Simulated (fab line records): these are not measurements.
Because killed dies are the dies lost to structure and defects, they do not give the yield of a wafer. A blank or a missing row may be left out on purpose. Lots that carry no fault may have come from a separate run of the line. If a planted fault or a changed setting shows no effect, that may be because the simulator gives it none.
The same fault as seen by 2 desks / flow berkeleyCmos170 / only its own numbers are on each desk; what lay behind them is given at the end

## THE TOOL OWNER'S DESK: implanter-04
UCB170_PWELL_IMPLANT_15, tool's own readings: per-lot mean of the sampled wafers with a number, covering each lot this tool ran. A lot is out of limits, marked OUT, if its mean lies more than 4 standard deviations from the usual mean; the brackets give that distance.
Columns: A = beamOnS at UCB170_PWELL_IMPLANT_15, usual 10.02 s; B = doseIonsCm2 at UCB170_PWELL_IMPLANT_15, usual 5e+12; C = faradayCurrentUA at UCB170_PWELL_IMPLANT_15, usual 15.8; D = tiltDeg at UCB170_PWELL_IMPLANT_15, usual 6.997 degrees
lot=L280; first seen here=day 3 03:17; A=9.86; B=5e+12; C=16.1; D=7.001
lot=L281; first seen here=day 3 14:04; A=10.04; B=5e+12; C=15.8; D=6.989
lot=L285; first seen here=day 4 08:18; A=10.02; B=5e+12; C=15.9; D=6.998
lot=L291; first seen here=day 5 15:49; A=10.14; B=9e+12 (+99 or more) OUT; C=29.5 (+44) OUT; D=6.992
lot=L293; first seen here=day 5 19:48; A=9.98; B=9e+12 (+99 or more) OUT; C=29.9 (+45) OUT; D=7.007
This desk's verdict: out of limits on L291, L293, starting with L291 at day 5 15:49 (doseIonsCm2 at UCB170_PWELL_IMPLANT_15). L280, L281, L285: within limits.

## THE METROLOGY DESK
What the gauges read for every lot (on any tool): the sampled wafers with a number, averaged. A lot is out of limits, marked OUT, if its mean lies more than 4 standard deviations from the usual mean; the brackets give that distance.
Columns: A = PWELL_OXIDE_THK at UCB170_PWELL_THK_MEAS_03, usual 26.4 nm; B = PWELL_TW at UCB170_PWELL_TW_MEAS_17, usual 379; C = cdNm at UCB170_NSD_CD_MEAS_06, usual 1200.1 nm; D = cdNm at UCB170_M2_CD_MEAS_90, usual 698 nm
lot=L280; first seen here=day 2 17:56; A=25.5; B=377; C=1198.2; D=699
lot=L281; first seen here=day 3 04:34; A=25.8; B=378; C=1201.4; D=701
lot=L282; first seen here=day 3 04:37; A=26.6; B=376; C=1199.7; D=699
lot=L284; first seen here=day 3 17:36; A=26.6; B=376; C=1200.5; D=701
lot=L285; first seen here=day 3 22:21; A=26.9; B=375; C=1199.3; D=700
lot=L286; first seen here=day 4 03:20; A=26.6; B=376; C=1202.1; D=698
lot=L287; first seen here=day 4 14:07; A=26.2; B=375; C=1199.3; D=699
lot=L291; first seen here=day 5 07:22; A=26.4; B=456 (+18) OUT; C=1200.0; D=700
lot=L293; first seen here=day 5 13:43; A=26.8; B=456 (+18) OUT; C=1199.9; D=694
lot=L297; first seen here=day 6 07:00; A=26.2; B=381; C=1198.3; D=696
lot=L299; first seen here=day 6 10:18; A=27.5; B=383; C=1199.1; D=701
lot=L300; first seen here=day 6 19:32; A=26.2; B=385; C=1200.1; D=697
lot=L301; first seen here=day 7 03:40; A=27.0; B=373; C=1198.4; D=700
lot=L303; first seen here=day 7 17:41; A=25.8; B=385; C=1200.7; D=698
Finding of this desk: L291, L293 out of limits, first seen on L291 at day 5 16:02 (PWELL_TW at UCB170_PWELL_TW_MEAS_17). L280, L281, L282, L284, L285, L286, L287, L297, L299, L300, L301, L303: within limits.

## TAKEN TOGETHER
An alarm could have come from the tool owner's desk at day 5 15:49, on L291, L293.
An alarm was possible from the metrology desk at day 5 16:02, on L291, L293.
Every lot named ran UCB170_PWELL_IMPLANT_15 on implanter-04.

## WHAT THE SIMULATOR PUT IN
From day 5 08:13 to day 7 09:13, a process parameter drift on implanter-04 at UCB170_PWELL_IMPLANT_15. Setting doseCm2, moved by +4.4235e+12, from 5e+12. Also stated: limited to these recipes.
Struck lots among those shown: L291, L293.
Fault start to first reading out of limits, in hours, per desk: tool owner, 8; metrology, 8.
